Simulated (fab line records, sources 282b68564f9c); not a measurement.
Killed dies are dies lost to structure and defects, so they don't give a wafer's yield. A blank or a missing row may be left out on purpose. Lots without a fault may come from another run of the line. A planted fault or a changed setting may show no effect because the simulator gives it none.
Which tool did it? | flow rit_cmos | 13 lots, 39 wafers sampled, at 2 steps of a route of 202

WHAT THE GAUGES READ, wafer by wafer
The record holds no reading of a measuring or inspecting step that can be judged against a usual standard deviation.

WHICH TOOL RAN EACH LOT (tool, then ch and the chambers of the sampled wafers, then the start)
lot  | RIT_CONTACT_ETCH_11               | RIT_M1_PROBE_99
L875 | rie_diel-02 ch 0,2, day 3 07:38   | prober-01, day 3 12:43
L876 | rie_diel-03 ch 0,1,2, day 3 10:42 | prober-02, day 3 15:36
L877 | rie_diel-03 ch 0,1,2, day 3 15:38 | prober-01, day 3 20:40
L879 | rie_diel-02 ch 0,1,2, day 4 05:08 | prober-01, day 4 10:07
L881 | rie_diel-03 ch 0,2,3, day 4 13:58 | prober-01, day 4 18:49
L882 | rie_diel-02 ch 0,2,3, day 4 16:47 | prober-02, day 4 21:53
L883 | rie_diel-03 ch 1,2,3, day 5 00:03 | prober-02, day 5 05:25
L884 | rie_diel-03 ch 0,1,2, day 5 06:15 | prober-02, day 5 11:06
L885 | rie_diel-02 ch 0,1,2, day 5 08:09 | prober-01, day 5 13:07
L886 | rie_diel-03 ch 0,1,3, day 5 15:28 | prober-02, day 5 20:22
L887 | rie_diel-03 ch 0,1, day 5 22:32   | prober-01, day 6 03:26
L888 | rie_diel-01 ch 0,1, day 6 00:40   | prober-02, day 6 05:49
L897 | rie_diel-03 ch 0,1,3, day 8 03:44 | prober-01, day 8 08:35
- RIT_CONTACT_ETCH_11: etches SiO2 in CHF3/CF4/Ar, stops on TiSi2, target depth 480 nm, time 320 s.
- RIT_M1_PROBE_99

WHAT THE TOOLS THEMSELVES READ (means of the sampled wafers that have a number; where no wafer has one, the mark that the record gives instead)
RIT_CONTACT_ETCH_11. Usual: chamber_pressure_mTorr 100.01 mTorr, standard deviation 0.083; drypump_motor_current_A 5.8 A, standard deviation 0.36; oes_product_au 0.989 a.u., standard deviation 0.014; throttle_valve_pct 8.77 %, standard deviation 0.11.
lot  | tool        | chamber_pressure_mTorr (mTorr) | drypump_motor_current_A (A) | oes_product_au (a.u.) | throttle_valve_pct (%) | flag
L875 | rie_diel-02 | 99.99                          | 6.2                         | 0.978                 | 8.77                   |
L876 | rie_diel-03 | 99.98                          | 5.9                         | 0.994                 | 8.69                   |
L877 | rie_diel-03 | 100.08                         | 5.9                         | 0.995                 | 8.69                   |
L879 | rie_diel-02 | 99.98                          | 5.9                         | 0.971                 | 8.82                   |
L881 | rie_diel-03 | 99.96                          | 5.7                         | 0.987                 | 8.80                   |
L882 | rie_diel-02 | 99.93                          | 6.0                         | 0.986                 | 8.80                   |
L883 | rie_diel-03 | 100.04                         | 5.9                         | 0.992                 | 8.74                   |
L884 | rie_diel-03 | 100.03                         | 5.9                         | 0.995                 | 8.68                   |
L885 | rie_diel-02 | 100.03                         | 5.8                         | 0.977                 | 8.82                   |
L886 | rie_diel-03 | 99.99                          | 5.7                         | 0.985                 | 8.79                   |
L887 | rie_diel-03 | 100.09                         | 5.7                         | 1.004                 | 8.74                   |
L888 | rie_diel-01 | 99.95                          | 6.2                         | 0.985                 | 8.70                   |
L897 | rie_diel-03 | 100.06                         | 5.7                         | 0.988                 | 8.78                   |

RIT_M1_PROBE_99. Usual: killed_at_contacts 0.1, standard deviation 0.24; killed_at_front_end 6.7, standard deviation 2.9; killed_dies 6.8, standard deviation 2.9; killed_on_rim 1.8, standard deviation 1.4; killed_open 3.5, standard deviation 2; killed_short 3.2, standard deviation 1.9.
lot  | tool      | killed_at_contacts | killed_at_front_end | killed_dies | killed_on_rim | killed_open | killed_short | flag
L875 | prober-01 | 0.3                | 3.7                 | 4.0         | 0.7           | 1.3         | 2.7          |
L876 | prober-02 | 0.0                | 9.7                 | 9.7         | 1.0           | 3.7         | 6.0          |
L877 | prober-01 | 0.3                | 6.0                 | 6.3         | 1.0           | 2.7         | 3.3          |
L879 | prober-01 | 0.0                | 8.7                 | 8.7         | 3.3           | 5.0         | 3.7          |
L881 | prober-01 | 0.0                | 6.3                 | 6.3         | 1.3           | 4.3         | 2.0          |
L882 | prober-02 | 0.0                | 10.0                | 10.0        | 3.0           | 6.3         | 3.7          |
L883 | prober-02 | 0.0                | 4.0                 | 4.0         | 1.3           | 3.3         | 0.7          |
L884 | prober-02 | 0.0                | 10.7                | 10.7        | 3.7           | 5.3         | 5.3          |
L885 | prober-01 | 0.0                | 9.0                 | 9.0         | 2.7           | 4.0         | 5.0          |
L886 | prober-02 | 0.0                | 11.3                | 11.3        | 1.3           | 6.3         | 5.0          |
L887 | prober-01 | 0.0                | 5.3                 | 5.3         | 1.3           | 3.0         | 2.3          |
L888 | prober-02 | 0.0                | 6.0                 | 6.0         | 1.3           | 2.0         | 4.0          |
L897 | prober-01 | 9.0                | 3.3                 | 12.3        | 4.0           | 2.3         | 1.0          | OFF

THE ANSWER, worked out from the rows above alone
Rule: a lot is off if the mean of its wafers that have a number lies more than 3 standard deviations from the usual mean. A lot without any number at a reading at which 4 lots or more have one is off too. The other lots that the step has rows for count as sound. The gauges are gone through in route order, then the tools' own readings, and for those a lot's mean is taken as printed above. The first step at which some lot is off is used, and at that step the reading that is off furthest; a lot without a number counts as furthest.
Off: L897, at RIT_M1_PROBE_99 (killed_at_contacts).
A tool fits if, at that step or a process step before it, it ran every lot that is off, and no sound lot after the first of them. Can't be told from this: 2 tools fit, rie_diel-03 at RIT_CONTACT_ETCH_11, prober-01 at RIT_M1_PROBE_99.

WHAT THE SIMULATOR HAD PUT IN
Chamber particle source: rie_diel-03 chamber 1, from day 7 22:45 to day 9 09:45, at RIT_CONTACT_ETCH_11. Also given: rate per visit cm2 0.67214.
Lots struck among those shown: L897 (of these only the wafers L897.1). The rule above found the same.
